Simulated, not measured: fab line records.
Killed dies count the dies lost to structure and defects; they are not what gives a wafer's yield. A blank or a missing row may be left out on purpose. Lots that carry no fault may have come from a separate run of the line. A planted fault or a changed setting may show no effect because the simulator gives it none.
Which of the tools did it? + flow rit cmos + 14 lots, 42 wafers sampled, at 6 steps of a route of 202

## WHAT THE GAUGES SHOWED, per wafer
RIT_FOX1_THK_MEAS_01.
| lot  | measured    | on            | FOX1_OXIDE_THK (nm) |
|------|-------------|---------------|---------------------|
| L585 | day 2 09:57 | film metro-04 | 360 360 354         |
| L586 | day 2 16:21 | film metro-03 | 342 342 339         |
| L587 | day 2 21:04 | film metro-04 | 359 361 357         |
| L588 | day 3 00:33 | film metro-03 | 361 363 367         |
| L589 | day 3 09:08 | film metro-02 | 358 358 357         |
| L590 | day 3 13:47 | film metro-02 | 337 343 341         |
| L591 | day 3 19:52 | film metro-04 | 364 361 364         |
| L593 | day 4 03:35 | film metro-03 | 355 358 366         |
| L594 | day 4 06:28 | film metro-03 | 348 348 351         |
| L595 | day 4 11:23 | film metro-02 | 360 360 356         |
| L599 | day 5 12:06 | film metro-04 | 348 352 359         |
| L600 | day 5 16:19 | film metro-02 | 355 357 359         |
| L603 | day 6 09:49 | film metro-04 | 342 341 345         |
| L605 | day 6 23:06 | film metro-04 | 355 350 353         |

RIT_FOX2_THK_MEAS_01.
| lot  | measured    | on            | FOX2_OXIDE_THK (nm) |
|------|-------------|---------------|---------------------|
| L585 | day 2 11:52 | film metro-04 | 357 358 361         |
| L586 | day 2 20:13 | film metro-01 | 352 349 362         |
| L587 | day 2 22:35 | film metro-03 | 355 354 355         |
| L588 | day 3 02:02 | film metro-01 | 353 357 364         |
| L589 | day 3 15:05 | film metro-04 | 351 352 351         |
| L590 | day 3 18:33 | film metro-01 | 354 351 353         |
| L591 | day 3 21:39 | film metro-01 | 340 345 342         |
| L593 | day 4 07:13 | film metro-04 | 347 341 346         |
| L594 | day 4 08:52 | film metro-03 | 351 349 348         |
| L595 | day 4 12:53 | film metro-01 | 357 355 348         |
| L599 | day 5 15:18 | film metro-04 | 351 349 355         |
| L600 | day 5 18:45 | film metro-04 | 349 345 342         |
| L603 | day 6 12:27 | film metro-04 | 358 351 349         |
| L605 | day 7 04:17 | film metro-03 | 348 349 349         |

RIT_NWELL_TW_MEAS_10.
| lot  | measured    | on            | NWELL_TW                      |
|------|-------------|---------------|-------------------------------|
| L585 | day 2 14:17 | film metro-01 | 2150 2132 2133                |
| L586 | day 2 22:46 | film metro-04 | 2175 2175 2172                |
| L587 | day 3 01:19 | film metro-02 | 2186 2179 2182                |
| L588 | day 3 04:41 | film metro-01 | 2151 2136 2150                |
| L589 | day 3 17:43 | film metro-02 | 2174 2164 2184                |
| L590 | day 3 21:10 | film metro-01 | 2139 2138 2138                |
| L591 | day 4 00:05 | film metro-04 | 2167 2170 2177                |
| L593 | day 4 09:55 | film metro-01 | 2148 2156 2156                |
| L594 | day 4 11:17 | film metro-04 | 2187 2193 2185                |
| L595 | day 4 15:19 | film metro-04 | 2179 2185 2181                |
| L599 | day 5 17:52 | film metro-02 | 2162 2153 2155                |
| L600 | day 5 21:18 | film metro-01 | 2379 2382 2374 2388 2390 2389 |
| L603 | day 6 14:53 | film metro-01 | 2393 2396 2389 2386 2394 2393 |
| L605 | day 7 06:47 | film metro-04 | 2171 2179 2160                |

RIT_WELLDRIVE_RS_MEAS_01: a four-point-probe measurement.
| lot  | measured    | on            | NWELL_RS (ohm/sq)                   |
|------|-------------|---------------|-------------------------------------|
| L585 | day 2 21:06 | film metro-01 | 275.4 275.6 275.9                   |
| L586 | day 3 05:29 | film metro-01 | 275.9 275.9 276.1                   |
| L587 | day 3 10:32 | film metro-02 | 274.4 274.7 274.7                   |
| L588 | day 3 14:16 | film metro-01 | 274.8 276.4 275.8                   |
| L589 | day 4 00:57 | film metro-01 | 277.1 276.3 277.0                   |
| L590 | day 4 05:08 | film metro-04 | 275.6 275.4 276.2                   |
| L591 | day 4 08:40 | film metro-04 | 275.9 276.1 276.0                   |
| L593 | day 4 16:45 | film metro-02 | 274.3 274.8 274.2                   |
| L594 | day 4 18:01 | film metro-04 | 273.9 273.7 274.8                   |
| L595 | day 4 23:25 | film metro-04 | 274.8 274.7 275.1                   |
| L599 | day 6 01:29 | film metro-01 | 276.7 276.0 276.1                   |
| L600 | day 6 07:28 | film metro-04 | 223.1 222.6 223.1 223.0 223.1 222.8 |
| L603 | day 7 02:56 | film metro-02 | 223.0 223.7 223.2 223.2 223.5 223.2 |
| L605 | day 7 14:04 | film metro-01 | 276.8 276.8 276.8                   |

## WHICH TOOL RAN EACH LOT (tool, then ch and the chambers of the sampled wafers, then the start)
| lot  | RIT_ACTIVE_STRIP_14                 | RIT_NWELL_IMPLANT_08           |
|------|-------------------------------------|--------------------------------|
| L585 | plasma asher-01 ch 0,1, day 2 06:27 | implanter-03 ch 0, day 2 13:59 |
| L586 | plasma asher-01 ch 0,1, day 2 13:15 | implanter-04 ch 0, day 2 22:29 |
| L587 | plasma asher-02 ch 0,1, day 2 16:50 | implanter-03 ch 0, day 3 00:59 |
| L588 | plasma asher-01 ch 0,1, day 2 22:37 | implanter-04 ch 0, day 3 04:23 |
| L589 | plasma asher-04 ch 0,1, day 3 03:03 | implanter-04 ch 0, day 3 17:23 |
| L590 | plasma asher-04 ch 0,1, day 3 08:32 | implanter-02 ch 0, day 3 20:51 |
| L591 | plasma asher-02 ch 0,1, day 3 16:17 | implanter-04 ch 0, day 3 23:45 |
| L593 | plasma asher-01 ch 0,1, day 4 00:55 | implanter-03 ch 0, day 4 09:36 |
| L594 | plasma asher-01 ch 0,1, day 4 02:54 | implanter-04 ch 0, day 4 11:00 |
| L595 | plasma asher-02 ch 1, day 4 09:23   | implanter-03 ch 0, day 4 15:00 |
| L599 | plasma asher-04 ch 0,1, day 5 08:22 | implanter-04 ch 0, day 5 17:33 |
| L600 | plasma asher-04 ch 0,1, day 5 13:27 | implanter-03 ch 0, day 5 20:59 |
| L603 | plasma asher-01 ch 0,1, day 6 05:35 | implanter-03 ch 0, day 6 14:36 |
| L605 | plasma asher-04 ch 0, day 6 18:01   | implanter-02 ch 0, day 7 06:28 |
- RIT_ACTIVE_STRIP_14: strips in O2, time 180 s.
- RIT_NWELL_IMPLANT_08

## AS READ BY THE TOOLS THEMSELVES (means over the sampled wafers that have a number; for cases with no such wafer, the mark the record gives instead)
RIT_ACTIVE_STRIP_14.
| lot  | tool            | drypump motor current A (A) | rf refl power W (W) |
|------|-----------------|-----------------------------|---------------------|
| L585 | plasma asher-01 | 6.0                         | 7.1                 |
| L586 | plasma asher-01 | 6.0                         | 6.9                 |
| L587 | plasma asher-02 | 6.1                         | 6.3                 |
| L588 | plasma asher-01 | 5.5                         | 8.1                 |
| L589 | plasma asher-04 | 5.4                         | 7.7                 |
| L590 | plasma asher-04 | 5.5                         | 7.8                 |
| L591 | plasma asher-02 | 6.1                         | 6.0                 |
| L593 | plasma asher-01 | 5.9                         | 7.1                 |
| L594 | plasma asher-01 | 6.0                         | 7.1                 |
| L595 | plasma asher-02 | 6.1                         | 6.9                 |
| L599 | plasma asher-04 | 5.8                         | 7.5                 |
| L600 | plasma asher-04 | 5.8                         | 7.7                 |
| L603 | plasma asher-01 | 5.5                         | 8.0                 |
| L605 | plasma asher-04 | 5.1                         | 8.4                 |

RIT_NWELL_IMPLANT_08.
| lot  | tool         | dose ions cm2 | faraday current uA |
|------|--------------|---------------|--------------------|
| L585 | implanter-03 | 5e+13         | 156                |
| L586 | implanter-04 | 5e+13         | 159                |
| L587 | implanter-03 | 5e+13         | 159                |
| L588 | implanter-04 | 5e+13         | 158                |
| L589 | implanter-04 | 5e+13         | 159                |
| L590 | implanter-02 | 5e+13         | 157                |
| L591 | implanter-04 | 5e+13         | 160                |
| L593 | implanter-03 | 5e+13         | 157                |
| L594 | implanter-04 | 5e+13         | 158                |
| L595 | implanter-03 | 5e+13         | 158                |
| L599 | implanter-04 | 5e+13         | 157                |
| L600 | implanter-03 | 7e+13         | 233                |
| L603 | implanter-03 | 7e+13         | 223                |
| L605 | implanter-02 | 5e+13         | 153                |

## THE ANSWER, worked out from the rows above alone
Rule: what is usual is taken from the lots themselves. Put in order of their means at a reading, lots are off if they are a third of the lots or fewer, leave a main group of 4 or more, and stand apart from it by a gap of 3 or more times the standard deviation of the main group's means; of several such gaps the widest counts. Not used: any main group whose means are identical at the precision the tables above print for the reading. A lot without any number at a reading at which 4 lots or more have one is off too. The other lots that the step has rows for count as sound. Order of review: gauges by route order, followed by the tools' own readings, for which a lot's mean as printed above is used. At the first step where some lot is off, the reading lying furthest off is the one used; lots without a number count as furthest.
Off: L600, L603, at RIT_NWELL_TW_MEAS_10 (NWELL_TW). The main group has a mean of 2164 with a standard deviation of 17.
A tool fits if, at a process step before that reading, it ran every lot that is off, and no sound lot after the first of them. The gauges at RIT_NWELL_TW_MEAS_10 aren't tried: what is off there is off at RIT_WELLDRIVE_RS_MEAS_01 too, on other tools, and a gauge's error can't cause that. One candidate fits, namely implanter-03 at RIT_NWELL_IMPLANT_08. A fault onset in the window from L595 (day 4 15:00, its last sound lot) to L600 (day 5 20:59, its first lot off) fits.
The tool's own readings at RIT_NWELL_IMPLANT_08 bear it out: on the lots that are off they differ by more than 5 times the standard deviation of the sound lots' means. dose ions cm2 reads 7e+13 there against 5e+13 on the sound lots; faraday current uA reads 228 there against 158 on the sound lots.

## WHAT THE SIMULATOR PUT IN
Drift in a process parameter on implanter-03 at RIT_NWELL_IMPLANT_08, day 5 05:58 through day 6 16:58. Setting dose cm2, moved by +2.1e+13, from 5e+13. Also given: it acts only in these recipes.
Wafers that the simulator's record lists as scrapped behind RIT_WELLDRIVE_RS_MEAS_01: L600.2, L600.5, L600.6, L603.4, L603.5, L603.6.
Lots struck among those shown: L600, L603. Same finding as the rule above.
